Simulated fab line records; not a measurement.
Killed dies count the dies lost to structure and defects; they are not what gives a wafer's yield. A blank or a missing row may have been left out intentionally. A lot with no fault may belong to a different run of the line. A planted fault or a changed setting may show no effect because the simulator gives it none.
Struck lot and sound lot, side by side :: flow rit cmos :: 17 steps out of a route of 202
Sound: the wafers L671.3, L671.4, L671.6. The struck wafers were L676.1, L676.2, L676.6. At the end, the cause is stated.
Each step with rows lists, per side, the tool, then ch with its chambers, then its first start. Under that, the readings that differ: sound wafers :: struck wafers :: difference of the means :: sigmas: that difference in standard deviations of wafers without a fault.
alike: readings with means less than 2 such deviations apart, plus words and numbers identical on both sides. not compared: withheld readings, readings lacking a value on some wafer, bounds such as >300 that could conceal the same value, and numbers that have no deviation in the record and whose values overlap.
A row with sigmas, a row that says differs or no value, or rows on one side alone: a step with any of these is where the two part. Numbers that don't overlap but have no deviation are shown without sigmas and don't part them. Lack of a reading on every wafer of one side parts them only where that side has two or more wafers.

first, 4 steps without rows for these wafers: RIT_NSD_SOFTBAKE_02 (time 60 s); RIT_NSD_EXPOSE_03 (exposes mask M9, target cd 40700 nm); RIT_NSD_PEB_04; RIT_NSD_DEVELOP_05 (develop time 50 s).
RIT_NSD_OVL_MEAS_06:
  sound: overlay-02 at day 3 15:05; struck: overlay-02 at day 4 15:22
  alike: NSD_OVL
then, 2 steps without rows for these wafers: RIT_NSD_HARDBAKE_07 (time 60 s); RIT_NSD_IMPLANT_08.
RIT_NSD_STRIP_09: strips in O2, time 180 s.
  sound on plasma asher-04 ch 0,1, day 3 15:28; struck on plasma asher-01 ch 0,1, day 4 15:42
  alike: drypump motor current A
  not compared: rf hours counter h
RIT_NSD_TW_MEAS_10:
  sound: film metro-02 at day 3 15:36; struck: film metro-01 at day 4 15:52
  alike: NSD_TW
then, 3 steps without rows for these wafers: RIT_PSD_HMDS_00 (prime time 60 s); RIT_PSD_COAT_01 (resist thk 1000 nm); RIT_PSD_SOFTBAKE_02 (time 60 s).
RIT_PSD_EXPOSE_03: exposes mask M10, target cd 40900 nm.
  sound on iline stepper-01 ch 0, day 3 16:15; struck on iline stepper-01 ch 0, day 4 16:31
reading: model.PSD.overlay x nm (nm)
sound: -0.2951 -0.2951 -0.2951
struck: 3539 3539 3539
difference: +3539
sigmas: 
  alike: mask, focus offset nm
then, 2 steps without rows for these wafers: RIT_PSD_PEB_04; RIT_PSD_DEVELOP_05 (develop time 50 s).
RIT_PSD_OVL_MEAS_06:
  sound: overlay-01 at day 3 16:38; struck: overlay-01 at day 4 17:07
reading: PSD_OVL (nm)
sound: 0.0 -1.1 -1.4
struck: 3538.5 3537.9 3538.4
difference: +3539.1
sigmas: +99 or more
  not compared: hold
RIT_M1_PROBE_99:
  rows exist in the record for the sound wafers here (prober-01, day 4 01:35), none for the struck ones

## WHERE THEY PART
At RIT_PSD_OVL_MEAS_06 first; at RIT_M1_PROBE_99 last (within this record only).

WHY: what the simulator had put in
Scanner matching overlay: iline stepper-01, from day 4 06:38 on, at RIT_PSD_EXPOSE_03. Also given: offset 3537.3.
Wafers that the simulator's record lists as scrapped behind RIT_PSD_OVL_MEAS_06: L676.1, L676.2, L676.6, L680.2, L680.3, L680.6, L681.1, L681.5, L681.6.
